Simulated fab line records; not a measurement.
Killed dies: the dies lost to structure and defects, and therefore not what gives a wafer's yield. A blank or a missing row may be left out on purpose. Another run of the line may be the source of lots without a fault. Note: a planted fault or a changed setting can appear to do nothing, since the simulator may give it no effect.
Which tool was responsible?	flow berkeley cmos170	7 lots with 21 wafers sampled at 2 steps, on a route of 331 steps

## WHAT THE GAUGES READ, wafer by wafer
UCB170_M1_RS_MEAS_01: measurement is done with a four-point probe.
lot	measured	on	M1_AL_RS (ohm/sq)
L647	day 6 20:00	film metro-03	0.0488 0.0486 0.0485
L651	day 7 17:26	film metro-04	0.0483 0.0491 0.0483
L654	day 8 20:12	film metro-03	0.0488 0.0497 0.0496
L662	day 10 05:32	film metro-03	0.0484 0.0480 0.0487
L664	day 10 09:27	film metro-02	0.0478 0.0480 0.0476
L667	day 11 01:01	film metro-03	0.0485 0.0478 0.0483
L670	day 11 16:12	film metro-04	0.0494 0.0486 0.0483

## TOOL THAT RAN EACH LOT (tool first, then ch and the chambers of the sampled wafers, then the start)
lot	UCB170_M1_SPUTTER_00
L647	pvd sputter-01, day 6 19:54
L651	pvd sputter-01, day 7 17:20
L654	pvd sputter-01, day 8 20:06
L662	pvd sputter-02, day 10 05:26
L664	pvd sputter-03, day 10 09:22
L667	pvd sputter-03, day 11 00:57
L670	pvd sputter-02, day 11 16:07
- UCB170_M1_SPUTTER_00: material Al, target thk 600 nm, time 80 s.

## THE ANSWER, worked out from the rows above alone
Rule: the lots themselves supply what counts as usual. The widest of any qualifying gaps counts: lots, ordered by their means at a reading, are off when they make up no more than a third of the lots, leave a main group of 4 or more, and stand apart from it by 3 or more times the standard deviation of that group's means. A main group whose means are all the same, to the digits that the tables above print for the reading, isn't used. A lot without any number at a reading at which 4 lots or more have one is off too. Where the step has rows for the other lots, those lots are counted as sound.
None of the lots is off at any reading shown; this tells nothing.

## WHAT THE SIMULATOR PUT IN
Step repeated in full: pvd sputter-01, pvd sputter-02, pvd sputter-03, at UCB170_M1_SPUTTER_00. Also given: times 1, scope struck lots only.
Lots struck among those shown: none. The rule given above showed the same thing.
